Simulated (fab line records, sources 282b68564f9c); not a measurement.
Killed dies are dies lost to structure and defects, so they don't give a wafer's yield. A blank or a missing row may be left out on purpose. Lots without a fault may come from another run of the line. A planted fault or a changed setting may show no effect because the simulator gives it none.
A struck lot beside a sound one | flow rit_cmos | 17 steps out of a route of 202
Sound: wafers L558.1, L558.3, L558.5. Struck: wafers L577.1, L577.3, L577.4. The cause comes at the end.
At each step with rows: each side's tool, then ch and its chambers, then its first start. Under that, the readings that differ: sound wafers | struck wafers | difference of the means | sigmas: that difference in standard deviations of wafers without a fault.
alike: readings whose means differ by less than 2 such deviations, and words and numbers that are the same on both sides. not compared: withheld readings, readings that some wafer has no value for, bounds like >300 that may hide the same value, and numbers for which the record gives no deviation and whose values overlap.
The two part at a step that has a row with sigmas, a row that says differs or no value, or rows on one side only. Numbers that don't overlap but have no deviation are shown without sigmas and don't part them. A reading that every wafer of one side lacks parts them only if that side has two wafers or more.

first, 2 steps without rows for these wafers: RIT_NRETRO_HARDBAKE_07 (time 120 s); RIT_NRETRO_IMPLANT_08.
RIT_NRETRO_STRIP_09: strips in O2, time 180 s.
  sound on plasma_asher-03 ch 1, day 3 07:51; struck on plasma_asher-02 ch 0,1, day 7 03:37
  alike: drypump_motor_current_A, rf_refl_power_W
  not compared: rf_hours_counter_h
RIT_NRETRO_TW_MEAS_10:
  sound on film_metro-04, day 3 08:01; struck on film_metro-02, day 7 03:47
  reading   | sound          | struck         | difference | sigmas
  NRETRO_TW | 1049 1050 1046 | 1040 1035 1040 | -10        | -2
then, 6 steps without rows for these wafers: RIT_PRETRO_HMDS_00 (prime time 60 s); RIT_PRETRO_COAT_01 (resist thk 1300 nm); RIT_PRETRO_SOFTBAKE_02 (time 60 s); RIT_PRETRO_EXPOSE_03 (exposes mask M5, target cd 43700 nm); RIT_PRETRO_PEB_04; RIT_PRETRO_DEVELOP_05 (develop time 68 s).
RIT_PRETRO_OVL_MEAS_06:
  sound on overlay-01, day 3 09:05; struck on overlay-02, day 7 04:44
  alike: PRETRO_OVL
then, 1 step without rows for these wafers: RIT_PRETRO_HARDBAKE_07 (time 120 s).
RIT_PRETRO_IMPLANT_08:
  sound on implanter-02 ch 0, day 3 09:22; struck on implanter-04 ch 0, day 7 05:01
  reading            | sound                            | struck                          | difference | sigmas
  dose_ions_cm2      | 1.1993e+13 1.1986e+13 1.1987e+13 | 1.632e+13 1.6315e+13 1.6308e+13 | +4.326e+12 | +99 or more
  faraday_current_uA | 37.9 38.4 38.1                   | 52.7 52.3 51.5                  | +14.0      | +19
  alike: beam_energy_keV
RIT_PRETRO_STRIP_09: strips in O2, time 180 s.
  sound on plasma_asher-02 ch 0,1, day 3 09:31; struck on plasma_asher-03 ch 0,1, day 7 05:10
  alike: drypump_motor_current_A, rf_refl_power_W
  not compared: rf_hours_counter_h
RIT_PRETRO_TW_MEAS_10:
  sound on film_metro-03, day 3 09:42; struck on film_metro-03, day 7 05:20
  reading   | sound       | struck      | difference | sigmas
  PRETRO_TW | 472 472 467 | 521 522 523 | +52        | +13
then, 1 step without rows for these wafers: RIT_GATE_WET_ETCH_00 (etches SiO2 in BOE, target depth 56 nm, time 62.62 s).
RIT_M1_PROBE_99:
  sound on prober-01, day 4 11:56; struck on prober-02, day 8 06:20
  reading                                    | sound                | struck               | difference | sigmas
  model.etest.nmos_0p3.r_on_ohm_um           | 2183 2127 2150       | 2325 2299 2307       | +157       |
  model.etest.nmos_turned.drive_ua_um        | 311.2 313.9 315.8    | 277.3 279 282.5      | -34.0      |
  model.etest.nmos_0p15.drive_ua_um          | 467.2 475.6 473.2    | 419.4 431.3 432.2    | -44.4      |
  model.etest.nmos_0p3.drive_ua_um           | 233.2 233.3 230.5    | 198.8 203.1 199.4    | -31.9      |
  model.etest.nmos_narrow.drive_ua_um        | 236.6 237.4 234.8    | 202.5 205.3 202.2    | -32.9      |
  model.etest.retro_edge_nmos.off_log10_a_um | -9.821 -9.779 -9.595 | -11.19 -10.78 -10.89 | -1.22      |
  model.etest.nmos_0p15.off_log10_a_um       | -9.967 -9.979 -9.756 | -11.26 -11.05 -11.05 | -1.22      |
  alike: killed_at_front_end, killed_dies, killed_open, killed_short
  not compared: model.etest.nmos_0p15.r_on_ohm_um

WHERE THEY PART
First at RIT_NRETRO_TW_MEAS_10; last, within this record, at RIT_PRETRO_TW_MEAS_10. Later steps at which nothing parts them and some readings are alike: RIT_M1_PROBE_99.

WHY: what the simulator had put in
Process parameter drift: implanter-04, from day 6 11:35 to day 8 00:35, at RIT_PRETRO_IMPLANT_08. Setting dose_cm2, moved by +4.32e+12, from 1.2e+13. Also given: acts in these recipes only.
